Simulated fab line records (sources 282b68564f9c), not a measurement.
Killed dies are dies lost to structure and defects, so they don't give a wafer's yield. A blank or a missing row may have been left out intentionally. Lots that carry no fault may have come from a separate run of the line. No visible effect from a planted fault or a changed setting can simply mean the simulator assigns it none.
A lot that was struck, set against a sound lot | flow rit-cmos | 41 out of 202 route steps
Sound: these wafers, L411.1, L411.3, L411.4. Struck: wafers L416.1, L416.3, L416.5. The cause is given at the end.
At each step with rows: each side's tool, then ch and its chambers, then its first start. Under that, the readings that differ: sound wafers | struck wafers | difference of the means | sigmas: that difference in standard deviations of wafers without a fault.
alike: readings whose means differ by less than 2 such deviations, and words and numbers that are the same on both sides. not compared: withheld readings, readings that some wafer has no value for, bounds like >300 that may hide the same value, and numbers for which the record gives no deviation and whose values overlap.
The two part at a step that has a row with sigmas, a row that says differs or no value, or rows on one side only. When numbers do not overlap yet have no deviation, they are printed without sigmas and do not part them. A reading missing from all wafers of one side parts the sides only when that side holds two or more wafers.

RIT_ACTIVE_ETCH_13: etches Si3N4 in SF6, stops on SiO2, time 210 s, target depth 210 nm.
  sound on rie-diel-04 ch 0,1,3, day 4 04:34; struck on rie-diel-03 ch 1,2, day 5 04:50
  alike: SF6_flow_sccm, chamber-pressure-mTorr, drypump-motor-current-A, oes-product-au, throttle-valve-pct
  not compared: rf-hours-counter-h
RIT_ACTIVE_STRIP_14: strips in O2, time 180 s.
  sound on plasma-asher-03 ch 0,1, day 4 04:41; struck on plasma-asher-03 ch 0,1, day 5 04:58
  alike: drypump-motor-current-A
  not compared: rf-hours-counter-h
RIT_ACTIVE_CD_MEAS_90 targets a cd of 1400 nm.
  sound on cd-sem-02 at day 4 04:52; struck on cd-sem-01 at day 5 05:08
  alike: cd-nm
then, 4 steps without rows for these wafers: RIT_ACTIVE_CLEAN_15 (cleans in SC1, time 600 s); RIT_ACTIVE_CLEAN_16 (cleans in dHF, time 30 s); RIT_ACTIVE_CLEAN_17 (cleans in SC2, time 600 s); RIT_FOX1_OXIDATION_00 (target thk 350.7 nm, ox time 1130 s).
RIT_FOX1_THK_MEAS_01:
  sound on film-metro-03 at day 4 06:42; struck on film-metro-03 at day 5 06:58
  reading             | sound       | struck      | difference | sigmas
  FOX1_OXIDE_THK (nm) | 338 340 340 | 361 361 364 | +23        | +4
then, 2 steps without rows for these wafers: RIT_FOX1_WET_ETCH_02 (etches SiO2 in BOE, target depth 350 nm, time 390 s); RIT_FOX2_OXIDATION_00 (target thk 350.7 nm, ox time 1082 s).
RIT_FOX2_THK_MEAS_01:
  sound on film-metro-04 at day 4 08:11; struck on film-metro-03 at day 5 08:29
  alike: FOX2_OXIDE_THK
then, 1 step without rows for these wafers: RIT_FOX2_CLEAN_02 (cleans in dHF, time 180 s).
RIT_FOX2_WET_ETCH_03: etches Si3N4 in H3PO4, target depth 195 nm, time 2700 s.
  sound on wet-bench-03 ch 0, day 4 08:19; struck on wet-bench-04 ch 2, day 5 08:35
  no value came back on the struck wafers for bath-guard-temp-C (C), bath-heat-duty-pct (%); on the sound wafers bath-guard-temp-C (C) reads 165.7 165.6 165.8
  reading                                       | sound             | struck            | difference | sigmas
  model.Si3N4_of_ACTIVE_CVD_03.thk-nm (nm)      | 0 0 0             | 130.5 131.4 131.6 | +131.2     |
  model.SiO2_of_FOX2_OXIDATION_00.thk-nm (nm)   | 310.8 304.3 309.3 | 328.1 327.1 328.2 | +19.7      |
  model.SiO2_of_ACTIVE_OXIDATION_01.thk-nm (nm) | 40.94 40.35 41.48 | 47.06 47.57 48.13 | +6.66      |
then, 6 steps without rows for these wafers: RIT_NWELL_HMDS_00 (prime time 60 s); RIT_NWELL_COAT_01 (resist thk 1300 nm); RIT_NWELL_SOFTBAKE_02 (time 60 s); RIT_NWELL_EXPOSE_03 (exposes mask M2, target cd 43900 nm); RIT_NWELL_PEB_04; RIT_NWELL_DEVELOP_05 (develop time 68 s).
RIT_NWELL_OVL_MEAS_06:
  sound on overlay-02 at day 4 10:09; struck on overlay-02 at day 5 10:17
  alike: NWELL_OVL
then, 2 steps without rows for these wafers: RIT_NWELL_HARDBAKE_07 (time 120 s); RIT_NWELL_IMPLANT_08.
RIT_NWELL_STRIP_09: strips in O2, time 180 s.
  sound on plasma-asher-03 ch 0,1, day 4 10:35; struck on plasma-asher-02 ch 1, day 5 10:44
  reading                     | sound       | struck      | difference | sigmas
  drypump-motor-current-A (A) | 6.2 6.2 5.8 | 5.4 5.4 5.4 | -0.7       | -2
  not compared: rf-hours-counter-h
RIT_NWELL_TW_MEAS_10:
  sound on film-metro-01 at day 4 10:46; struck on film-metro-01 at day 5 10:54
  alike: NWELL_TW
then, 6 steps without rows for these wafers: RIT_PWELL_HMDS_00 (prime time 60 s); RIT_PWELL_COAT_01 (resist thk 1300 nm); RIT_PWELL_SOFTBAKE_02 (time 60 s); RIT_PWELL_EXPOSE_03 (exposes mask M3, target cd 43700 nm); RIT_PWELL_PEB_04; RIT_PWELL_DEVELOP_05 (develop time 68 s).
RIT_PWELL_OVL_MEAS_06:
  sound on overlay-02 at day 4 11:42; struck on overlay-01 at day 5 11:58
  alike: PWELL_OVL
then, 2 steps without rows for these wafers: RIT_PWELL_HARDBAKE_07 (time 120 s); RIT_PWELL_IMPLANT_08.
RIT_PWELL_STRIP_09: strips in O2, time 180 s.
  sound on plasma-asher-01 ch 0,1, day 4 12:08; struck on plasma-asher-03 ch 0,1, day 5 12:24
  alike: drypump-motor-current-A
  not compared: rf-hours-counter-h
RIT_PWELL_TW_MEAS_10:
  sound on film-metro-01 at day 4 12:19; struck on film-metro-01 at day 5 12:35
  alike: PWELL_TW
then, 4 steps without rows for these wafers: RIT_WELLDRIVE_ANNEAL_00 (time 14700 s); RIT_NRETRO_HMDS_00 (prime time 60 s); RIT_NRETRO_COAT_01 (resist thk 1300 nm); RIT_NRETRO_SOFTBAKE_02 (time 60 s).
RIT_GATE_CLEAN_04: cleans in dHF, time 60 s.
  sound on wet-bench-04 ch 1, day 4 21:51; struck on wet-bench-01 ch 3, day 5 21:43
  reading                                     | sound           | struck            | difference | sigmas
  model.SiO2_of_FOX2_OXIDATION_00.thk-nm (nm) | 242.7 236.2 241 | 261.4 260.6 261.2 | +21.1      |
RIT_M1_PROBE_99:
  sound on prober-01 at day 6 03:01; struck on prober-02 at day 6 23:43
  reading             | sound  | struck      | difference | sigmas
  killed-at-front-end | 12 5 4 | 264 264 264 | +257       | +80
  killed-dies         | 12 5 4 | 264 264 264 | +257       | +80
  killed-on-rim       | 4 2 2  | 70 70 70    | +67        | +48
  alike: killed-open, killed-short

## WHERE THEY PART
At RIT_FOX1_THK_MEAS_01 first; at RIT_M1_PROBE_99 last (within this record only).

WHY: what had been put in by the simulator
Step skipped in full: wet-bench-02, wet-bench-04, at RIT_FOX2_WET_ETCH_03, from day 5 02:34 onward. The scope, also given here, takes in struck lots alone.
